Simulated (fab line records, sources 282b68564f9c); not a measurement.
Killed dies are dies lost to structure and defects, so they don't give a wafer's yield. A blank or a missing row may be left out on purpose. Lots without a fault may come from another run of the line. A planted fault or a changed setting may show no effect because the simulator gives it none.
fab line records | flow rit_cmos
record lots=13 wafers=39 last_day=8
route steps=202 shown GATE@92 PLDD@122 PSD@151 M1@202
lots that met no fault: from a run of the same line without faults
start_h: hours from the record's first day to the start of the lot's first wafer shown | wait_h: hours since the lot's step before | " the same as in the row above | L1.1+2: a row that stands for several wafers | - no value, or no start given | * or withheld: withheld | < > ~ a bound
route shown NAME@n: a module of which the file shows steps, and the number in the route of the first | usual: mean/standard deviation of fault-free wafers | same: alike in all rows | chamber/n: place in a boat | sites: the reading at each site | _std_site: their standard deviation | _edge_site: outer sites' mean less inner sites' | radius_mm: how far each site lies from the wafer's centre | mask NAME#n: copy n | behind: the tool/chamber that last shaped the wafer | hold: why the lot was held/for how many hours/how that ended | device: the transistor (n, p or np) that didn't switch | end of line: the same wafers' tests at the end of the route | a step without rows: its recipe alone | killed: dies lost to structure and defects at the first sort, not the wafer's yield | map: a wafer's dies, x killed, . not, _ none there
set.NAME: the setting as run; set.NAME@STEP: as run at that earlier step | model.NAME: the simulator's own value behind a step, which no gauge read
steps of the route over a sample of lots; a table a step, a row a wafer
services: from which hour (start_h, from the record's first day; less than 0 if before it) a tool's chamber was out of use, for how many hours, and why
## steps
# step RIT_GATE_CD_MEAS_16
# recipe target_cd_nm=150
# usual cd_nm=150.0/2.2
# columns lot.wafer tool chamber start_h wait_h cd_nm
L143.1 cd_sem-01 - 43.95 - 145.9
L143.3 " - " " 148.3
L143.6 " - " " 146.2
L144.2 cd_sem-02 - 49.18 - 148.4
L144.3 " - " " 149.4
L144.6 " - " " 150.4
L145.1 cd_sem-01 - 56.96 - 147.3
L145.2 " - " " 150.3
L145.4 " - " " 152.4
L146.4 cd_sem-01 - 60.35 - 149.2
L146.5 " - " " 152.2
L146.6 " - " " 150.0
L147.2 cd_sem-02 - 68.74 - 148.0
L147.4 " - " " 152.2
L147.5 " - " " 150.4
L148.3 cd_sem-01 - 75.22 - 149.5
L148.4 " - " " 151.3
L148.6 " - " " 149.4
L150.1 cd_sem-02 - 83.77 - 153.5
L150.2 " - " " 153.7
L150.3 " - " " 154.2
L152.3 cd_sem-02 - 90.97 - 147.5
L152.5 " - " " 148.5
L152.6 " - " " 146.8
L153.3 cd_sem-01 - 97.42 - 150.5
L153.4 " - " " 154.1
L153.6 " - " " 151.4
L159.4 cd_sem-02 - 120.37 - 151.0
L159.5 " - " " 151.3
L159.6 " - " " 152.8
L162.1 cd_sem-02 - 135.85 - 146.5
L162.3 " - " " 149.9
L162.6 " - " " 148.8
L163.4 cd_sem-02 - 140.14 - 150.7
L163.5 " - " " 151.5
L163.6 " - " " 148.7
L166.2 cd_sem-01 - 158.42 - 153.8
L166.3 " - " " 153.1
L166.6 " - " " 153.9
# step RIT_GATE_CD_MEAS_90
# recipe target_cd_nm=150
# usual cd_nm=150.0/2.2
# columns lot.wafer tool chamber start_h wait_h cd_nm
L143.1 cd_sem-01 - 44.54 0.1 145.9
L143.3 " - " " 148.1
L143.6 " - " " 146.1
L144.2 cd_sem-01 - 49.77 0.1 148.4
L144.3 " - " " 149.9
L144.6 " - " " 150.2
L145.1 cd_sem-01 - 57.55 0.1 147.5
L145.2 " - " " 149.9
L145.4 " - " " 152.1
L146.4 cd_sem-01 - 60.94 0.1 149.2
L146.5 " - " " 152.2
L146.6 " - " " 150.2
L147.2 cd_sem-02 - 69.39 0.1 148.1
L147.4 " - " " 151.8
L147.5 " - " " 150.8
L148.3 cd_sem-02 - 75.81 0.1 149.5
L148.4 " - " " 151.8
L148.6 " - " " 149.3
L150.1 cd_sem-02 - 84.36 0.1 153.2
L150.2 " - " " 153.6
L150.3 " - " " 154.4
L152.3 cd_sem-02 - 91.56 0.1 147.6
L152.5 " - " " 148.7
L152.6 " - " " 146.8
L153.3 cd_sem-02 - 98.01 0.1 150.3
L153.4 " - " " 154.3
L153.6 " - " " 151.5
L159.4 cd_sem-02 - 120.96 0.1 150.5
L159.5 " - " " 151.4
L159.6 " - " " 153.1
L162.1 cd_sem-01 - 136.60 0.1 146.6
L162.3 " - " " 149.9
L162.6 " - " " 148.9
L163.4 cd_sem-02 - 140.77 0.2 151.1
L163.5 " - " " 151.4
L163.6 " - " " 148.8
L166.2 cd_sem-01 - 159.01 0.1 154.0
L166.3 " - " " 153.1
L166.6 " - " " 153.3
# step RIT_PLDD_IMPLANT_08
# recipe species=BF2 energy_kev=20 dose_cm2=9e+14 tilt_deg=7
# usual dose_ions_cm2=8.998e+14/1.2e+12
# columns lot.wafer tool chamber start_h wait_h dose_ions_cm2
L143.1 implanter-02 0 51.76 0.1 9e+14
L143.3 " 0 " " 9.004e+14
L143.6 " 0 " " 9.001e+14
L144.2 implanter-01 0 57.36 0.1 9.001e+14
L144.3 " 0 " " 8.992e+14
L144.6 " 0 " " 9.001e+14
L145.1 implanter-01 0 63.71 0.1 9.009e+14
L145.2 " 0 " " 9.017e+14
L145.4 " 0 " " 9.016e+14
L146.4 implanter-01 0 69.01 0.1 9.01e+14
L146.5 " 0 " " 9.004e+14
L146.6 " 0 " " 9e+14
L147.2 implanter-02 0 78.88 0.1 9.008e+14
L147.4 " 0 " " 9.009e+14
L147.5 " 0 " " 8.996e+14
L148.3 implanter-02 0 84.13 0.1 8.989e+14
L148.4 " 0 " " 8.981e+14
L148.6 " 0 " " 8.984e+14
L150.1 implanter-01 0 90.60 0.1 8.996e+14
L150.2 " 0 " " 9.001e+14
L150.3 " 0 " " 9.001e+14
L152.3 implanter-02 0 97.86 0.1 9.149e+14
L152.5 " 0 " " 9.148e+14
L152.6 " 0 " " 9.151e+14
L153.3 implanter-02 0 104.13 0.1 9.146e+14
L153.4 " 0 " " 9.161e+14
L153.6 " 0 " " 9.164e+14
L159.4 implanter-03 0 128.04 0.1 8.985e+14
L159.5 " 0 " " 8.996e+14
L159.6 " 0 " " 8.985e+14
L162.1 implanter-03 0 142.93 0.1 8.986e+14
L162.3 " 0 " " 8.999e+14
L162.6 " 0 " " 8.992e+14
L163.4 implanter-01 0 146.46 0.1 8.976e+14
L163.5 " 0 " " 9.01e+14
L163.6 " 0 " " 8.999e+14
L166.2 implanter-01 0 164.82 0.1 9.013e+14
L166.3 " 0 " " 9.016e+14
L166.6 " 0 " " 9.036e+14
# step RIT_PSD_STRIP_09
# recipe chemistry=O2 time_s=180 resist=NOVOLAK platen_temp_c=withheld power_w=500 pressure_mtorr=4000 o2_flow_sccm=4000
# usual drypump_motor_current_A=5.71/0.27
# columns lot.wafer tool chamber start_h wait_h drypump_motor_current_A rf_hours_counter_h
L143.1 plasma_asher-01 0 57.25 0.1 5.75 38
L143.3 " 0 " " 5.73 -
L143.6 " 1 " " 6.09 -
L144.2 plasma_asher-03 1 63.39 0.1 5.78 41
L144.3 " 1 " " 5.71 -
L144.6 " 1 " " 5.76 -
L145.1 plasma_asher-03 0 69.33 0.1 5.43 43
L145.2 " 1 " " 5.78 43
L145.4 " 1 " " 5.73 -
L146.4 plasma_asher-04 1 74.75 0.1 5.76 -
L146.5 " 1 " " 5.76 -
L146.6 " 0 " " 5.20 -
L147.2 plasma_asher-01 1 84.70 0.1 6.09 41
L147.4 " 0 " " 5.72 -
L147.5 " 1 " " 6.09 -
L148.3 plasma_asher-01 0 89.95 0.1 5.74 -
L148.4 " 1 " " 6.05 -
L148.6 " 0 " " 5.74 -
L150.1 plasma_asher-01 1 96.69 0.1 6.09 43
L150.2 " 0 " " 5.74 43
L150.3 " 0 " " 5.73 -
L152.3 plasma_asher-01 1 103.70 0.1 6.08 -
L152.5 " 0 " " 5.74 -
L152.6 " 1 " " 6.07 -
L153.3 plasma_asher-01 0 109.88 0.1 5.75 -
L153.4 " 1 " " 6.06 -
L153.6 " 0 " " 5.72 -
L159.4 plasma_asher-01 1 134.12 0.1 6.06 -
L159.5 " 1 " " 6.08 -
L159.6 " 0 " " 5.72 -
L162.1 plasma_asher-03 0 149.93 0.1 5.40 3
L162.3 " 1 " " 5.73 -
L162.6 " 0 " " 5.42 -
L163.4 plasma_asher-03 1 151.95 0.1 5.76 -
L163.5 " 1 " " 5.74 -
L163.6 " 0 " " 5.37 -
L166.2 plasma_asher-03 0 171.38 0.1 5.39 5
L166.3 " 1 " " 5.73 -
L166.6 " 0 " " 5.33 -
# step RIT_SDANNEAL_RS_MEAS_06
# recipe thk_meas_gauge=four-point-probe
# usual PLDD_RS=179.0/0.43
# columns lot.wafer tool chamber start_h wait_h PLDD_RS[ohm/sq]
L143.1 film_metro-01 - 58.15 0.1 179.6
L143.3 " - " " 179.8
L143.6 " - " " 179.2
L144.2 film_metro-02 - 64.32 0.1 179.2
L144.3 " - " " 178.1
L144.6 " - " " 178.7
L145.1 film_metro-02 - 70.27 0.1 178.9
L145.2 " - " " 179.2
L145.4 " - " " 178.8
L146.4 film_metro-03 - 75.66 0.1 178.5
L146.5 " - " " 179.1
L146.6 " - " " 178.2
L147.2 film_metro-01 - 85.68 0.1 178.9
L147.4 " - " " 179.1
L147.5 " - " " 179.1
L148.3 film_metro-02 - 90.83 0.1 178.1
L148.4 " - " " 178.7
L148.6 " - " " 178.5
L150.1 film_metro-01 - 97.61 0.1 179.3
L150.2 " - " " 179.4
L150.3 " - " " 179.9
L152.3 film_metro-01 - 104.58 0.1 178.1
L152.5 " - " " 177.9
L152.6 " - " " 177.7
L153.3 film_metro-03 - 110.78 0.1 177.1
L153.4 " - " " 177.5
L153.6 " - " " 177.2
L159.4 film_metro-02 - 135.11 0.1 178.7
L159.5 " - " " 178.2
L159.6 " - " " 178.6
L162.1 film_metro-03 - 150.87 0.1 179.0
L162.3 " - " " 178.9
L162.6 " - " " 178.1
L163.4 film_metro-03 - 152.92 0.1 178.9
L163.5 " - " " 179.1
L163.6 " - " " 178.8
L166.2 film_metro-03 - 172.30 0.1 178.5
L166.3 " - " " 178.8
L166.6 " - " " 178.5
# step RIT_M1_PROBE_99
# usual killed_at_contacts=0.1/0.37 killed_at_front_end=6.9/2.9 killed_dies=7.1/2.9 killed_open=3.3/1.8 killed_short=3.6/2.2
# same gross_dies=264 killed_at_M0_to_M3=0 killed_at_M4_up=0 killed_at_back_side=0 killed_at_other=0
# columns lot.wafer tool chamber start_h wait_h killed_at_contacts killed_at_front_end killed_dies killed_open killed_short
L148.3 prober-02 - 98.75 0.2 0 7 7 2 5
L148.4 prober-02 - 98.80 0.2 0 7 7 2 5
L148.6 prober-02 - 98.90 0.2 0 2 2 1 1
L152.3 prober-02 - 111.93 0.2 1 7 8 5 2
L152.5 prober-02 - 112.03 0.2 0 6 6 2 4
L152.6 prober-02 - 112.08 0.2 1 12 13 6 6
L159.4 prober-01 - 142.84 0.2 0 8 8 6 2
L159.5 prober-01 - 142.89 0.2 0 6 6 2 4
L159.6 prober-01 - 142.94 0.2 0 7 7 4 3
L166.2 prober-02 - 179.81 0.1 0 9 9 2 7
L166.3 prober-02 - 179.86 0.2 0 7 7 4 3
L166.6 prober-02 - 180.01 0.2 0 4 4 2 2
# killed by level:class
L148.3 GATE:geometric_particle:short=2 FOX1:geometric_particle:short=1 FOX2:geometric_particle:open=1 REOX:geometric_particle:short=1 REOX:geometric_particle:open=1 SPACER:geometric_particle:short=1
L148.4 GATE:geometric_particle:short=2 REOX:geometric_particle:short=2 GATE:geometric_particle:open=1 REOX:geometric_particle:open=1 SILICIDE:geometric_particle:short=1
L148.6 FOX1:geometric_particle:short=1 REOX:geometric_particle:open=1
L152.3 FOX1:geometric_particle:open=2 GATE:geometric_particle:open=2 FOX1:geometric_particle:short=1 CONTACT:coat_microbubble_printed=1 GATE:geometric_particle:short=1 REOX:geometric_particle:open=1
L152.5 FOX1:geometric_particle:short=1 FOX1:geometric_particle:open=1 GATE:geometric_particle:short=1 GATE:geometric_particle:open=1 REOX:geometric_particle:short=1 SPACER:geometric_particle:short=1
L152.6 FOX1:geometric_particle:short=3 GATE:geometric_particle:short=2 FOX1:geometric_particle:open=1 FOX2:geometric_particle:open=1 GATE:geometric_particle:open=1 REOX:geometric_particle:short=1 REOX:geometric_particle:open=1 SPACER:geometric_particle:open=1
L159.4 SILICIDE:geometric_particle:open=2 FOX1:geometric_particle:open=1 GATE:geometric_particle:short=1 GATE:geometric_particle:open=1 REOX:geometric_particle:open=1 SPACER:geometric_particle:short=1 SPACER:geometric_particle:open=1
L159.5 GATE:geometric_particle:short=3 FOX2:geometric_particle:short=1 GATE:geometric_particle:open=1 REOX:geometric_particle:open=1
L159.6 REOX:geometric_particle:open=2 FOX1:geometric_particle:short=1 GATE:geometric_particle:short=1 GATE:geometric_particle:open=1 SPACER:geometric_particle:short=1 SPACER:geometric_particle:open=1
L166.2 FOX1:geometric_particle:short=3 GATE:geometric_particle:short=3 GATE:geometric_particle:open=2 REOX:geometric_particle:short=1
L166.3 GATE:geometric_particle:open=3 GATE:geometric_particle:short=3 FOX2:geometric_particle:open=1
L166.6 REOX:geometric_particle:short=2 GATE:geometric_particle:open=1 SPACER:geometric_particle:open=1
## services
# columns tool chamber start_h hours kind
plasma_asher-01 - 31.07 15.6 pm
implanter-03 - 50.66 3.6 pm
implanter-02 - 57.82 3.9 pm
implanter-03 - 77.11 3.3 repair
plasma_asher-04 - 94.35 2.1 repair
plasma_asher-04 - 100.74 0.8 repair
plasma_asher-03 - 108.75 9.0 pm
plasma_asher-03 0 108.75 9.0 vent_cycle
plasma_asher-03 1 108.75 9.0 vent_cycle
plasma_asher-03 0 117.75 - clean
plasma_asher-03 1 117.75 - clean
implanter-03 - 149.36 2.2 repair
## key
first_sign step=RIT_PLDD_IMPLANT_08 reading=dose_ions_cm2 direction=up sigmas=13 usual=8.998e+14 struck=9.153e+14
effect step=RIT_SDANNEAL_RS_MEAS_06 reading=PLDD_RS direction=down sigmas=3.1 usual=179.0 struck=177.6
met_at RIT_PLDD_IMPLANT_08
struck_lots L152,L153
tester_left_out L152,L153
not_acting_at RIT_GATE_CD_MEAS_16,RIT_GATE_CD_MEAS_90,RIT_PSD_STRIP_09
onset_between 84.13 97.86
fault kind=process_parameter_drift tool=implanter-02 chamber=- onset_h=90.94 steps=RIT_PLDD_IMPLANT_08 channel=dose_cm2 offset=1.5927e+13 shape=step end_h=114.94 acts_in=these_recipes_only stated=9e+14
# tester_left_out: of these lots the tester's yield and bins aren't shown, on N5 and GAA mostly nor the transistor test; their killed dies are dies lost to structure and defects alone, not to doping, threshold or leakage, so they don't give the yield
